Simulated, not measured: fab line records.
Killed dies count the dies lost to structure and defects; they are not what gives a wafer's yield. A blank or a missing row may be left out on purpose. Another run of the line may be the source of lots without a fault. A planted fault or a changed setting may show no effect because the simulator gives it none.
One fault seen from 2 desks	flow rit cmos	each desk holds nothing but its own numbers, with what lay behind them at the end

## TOOL OWNER'S DESK, furnace-01
The tool's own readings at RIT_ACTIVE_OXIDATION_01 (target thk 46.8 nm, ox time 3360 s): means of the sampled wafers that have a number, for each lot that ran on this tool. If a lot's mean is further than 4 standard deviations from the usual mean, the lot is out of limits and carries the mark OUT (the distance appears in the brackets).
Columns: A = spike tc centre C at RIT_ACTIVE_OXIDATION_01, usual 1002.9 C; B = spike tc load C at RIT_ACTIVE_OXIDATION_01, usual 1023.6 C; C = spike tc source C at RIT_ACTIVE_OXIDATION_01, usual 1024.7 C; D = tube center temp C at RIT_ACTIVE_OXIDATION_01, usual 1000 C; E = tube_center_temp_C_max at RIT_ACTIVE_OXIDATION_01, usual 1002.6; F = zone power source pct at RIT_ACTIVE_OXIDATION_01, usual 31.7 %
lot	first seen here	A	B	C	D	E	F
L611	day 2 02:21	1003.9	1026.6	1026.4	1000	1002.4	32.7
L612	day 2 06:07	1002.6	1026.4	1026.4	1000	1002.5	33.0
L614	day 2 16:07	1002.0	1026.7	1026.4	1000	1003.2	32.7
L615	day 2 21:07	1002.5	1026.7	1025.7	1000	1002.9	32.5
L616	day 3 02:14	1028.1 (+23) OUT	1051.0 (+11) OUT	1053.7 (+14) OUT	1025 (+99 or more) OUT	1027.7 (+57) OUT	34.4
L617	day 3 07:07	1027.7 (+23) OUT	1051.4 (+11) OUT	1052.6 (+14) OUT	1025 (+99 or more) OUT	1027.5 (+57) OUT	34.8
This desk's finding: out of limits on L616, L617; first on L616, day 3 02:14 (spike tc centre C at RIT_ACTIVE_OXIDATION_01). In limits: L611, L612, L614, L615.

## THE METROLOGY DESK
Means of the sampled wafers that have a number, per lot and without regard to the tool the lot ran on: this is what the gauges read. If a lot's mean is further than 4 standard deviations from the usual mean, the lot is out of limits and carries the mark OUT (the distance appears in the brackets).
Columns: A = ACTIVE_OXIDE_THK at RIT_ACTIVE_THK_MEAS_02, usual 46.6 nm; B = FIELD_OXIDE_LEFT_2_THK at RIT_FOX2_THK_MEAS_91, usual 254 nm; C = NSD_OVL at RIT_NSD_OVL_MEAS_06, usual -0.3 nm
lot	first seen here	A	B	C
L608	day 1 12:04	45.0	252	0.9
L609	day 1 17:03	45.4	256	-1.4
L611	day 2 04:17	45.2	250	0.5
L612	day 2 08:04	45.3	257	-2.6
L614	day 2 18:04	46.8	262	1.1
L615	day 2 23:04	47.7	248	-0.0
L616	day 3 04:11	59.6 (+12) OUT	249	0.8
L617	day 3 09:04	58.7 (+11) OUT	262	-0.7
L623	day 4 15:03	46.0	259	0.3
L624	day 4 20:20	46.9	249	-2.8
L625	day 5 01:04	46.4	248	-0.2
L626	day 5 06:03	47.6	250	-1.2
L628	day 5 16:03	46.3	250	0.1
L630	day 6 02:36	45.2	257	-0.3
This desk finds L616, L617 out of limits, with the earliest case on L616 at day 3 04:11 (ACTIVE_OXIDE_THK at RIT_ACTIVE_THK_MEAS_02). In limits: L608, L609, L611, L612, L614, L615, L623, L624, L625, L626, L628, L630.

## ALL TOGETHER
On L616, L617, at day 3 02:14, an alarm was possible from the tool owner's desk.
On L616, L617, the metrology desk was in a position to raise an alarm at day 3 04:11.
Every lot named ran RIT_ACTIVE_OXIDATION_01 on furnace-01.

## WHAT THE SIMULATOR PUT IN
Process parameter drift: furnace-01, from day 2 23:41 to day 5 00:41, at RIT_ACTIVE_OXIDATION_01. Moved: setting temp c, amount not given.
Shown lots that were struck: L616, L617.
Time in hours from fault onset to the first out-of-limits reading at each desk: tool owner's desk 3, metrology desk 4.
